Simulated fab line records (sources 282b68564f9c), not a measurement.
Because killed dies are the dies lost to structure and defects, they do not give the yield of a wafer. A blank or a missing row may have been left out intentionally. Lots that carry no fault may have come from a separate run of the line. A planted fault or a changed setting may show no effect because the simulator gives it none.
Chamber matching || flow ritCmos || RIT_CONTACT_CVD_00 on pecvd-03: 3 sister chambers
The step deposits SiO2 from TEOS, target thk 400 nm, time 61 s. 6 wafers are shown with their chamber, then 7 later ones without.

WAFERS PAIRED WITH THEIR CHAMBERS
{"wafer": "L677.5", "chamber": 1, "heaterPowerW (W)": 290}
{"wafer": "L680.1", "chamber": 2, "heaterPowerW (W)": 408}
{"wafer": "L680.2", "chamber": 1, "heaterPowerW (W)": 254}
{"wafer": "L680.5", "chamber": 2, "heaterPowerW (W)": 435}
{"wafer": "L689.1", "chamber": 0, "heaterPowerW (W)": 326}
{"wafer": "L689.4", "chamber": 0, "heaterPowerW (W)": 239}

WAFERS MISSING THEIR CHAMBER
{"wafer": "L689.5", "heaterPowerW (W)": 268}
{"wafer": "L691.1", "heaterPowerW (W)": 287}
{"wafer": "L691.5", "heaterPowerW (W)": 297}
{"wafer": "L691.6", "heaterPowerW (W)": 312}
{"wafer": "L693.2", "heaterPowerW (W)": 439}
{"wafer": "L693.4", "heaterPowerW (W)": 301}
{"wafer": "L693.5", "heaterPowerW (W)": 448}

WHICH CHAMBER EACH WENT THROUGH
{"wafer": "L689.5", "from the rows above": "can't be placed: 1 or 0", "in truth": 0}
{"wafer": "L691.1", "from the rows above": "can't be placed: 0 or 1", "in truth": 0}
{"wafer": "L691.5", "from the rows above": "can't be placed: 0 or 1", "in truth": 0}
{"wafer": "L691.6", "from the rows above": "can't be placed: 0 or 1", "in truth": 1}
{"wafer": "L693.2", "from the rows above": 2, "in truth": 2}
{"wafer": "L693.4", "from the rows above": "can't be placed: 0 or 1", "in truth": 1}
{"wafer": "L693.5", "from the rows above": 2, "in truth": 2}
Correct placement for 2 of the 7. These rows do not allow placing 5 (true chamber among the candidates in 5). Placed wrongly: 0.
How it was worked out, from the rows above alone: a wafer's distance from a chamber is the root of the sum, over the readings, of the square of ((its reading less the chamber's mean) divided by the reading's scatter). The wafer belongs to the nearest chamber; if the next one is less than 2 further off, it can't be placed. The mean given for a chamber averages the wafers shown for that chamber. The scatter: take each reading less its chamber's mean, square it, sum over the shown wafers, divide by the number of wafers less the number of chambers, and take the root.
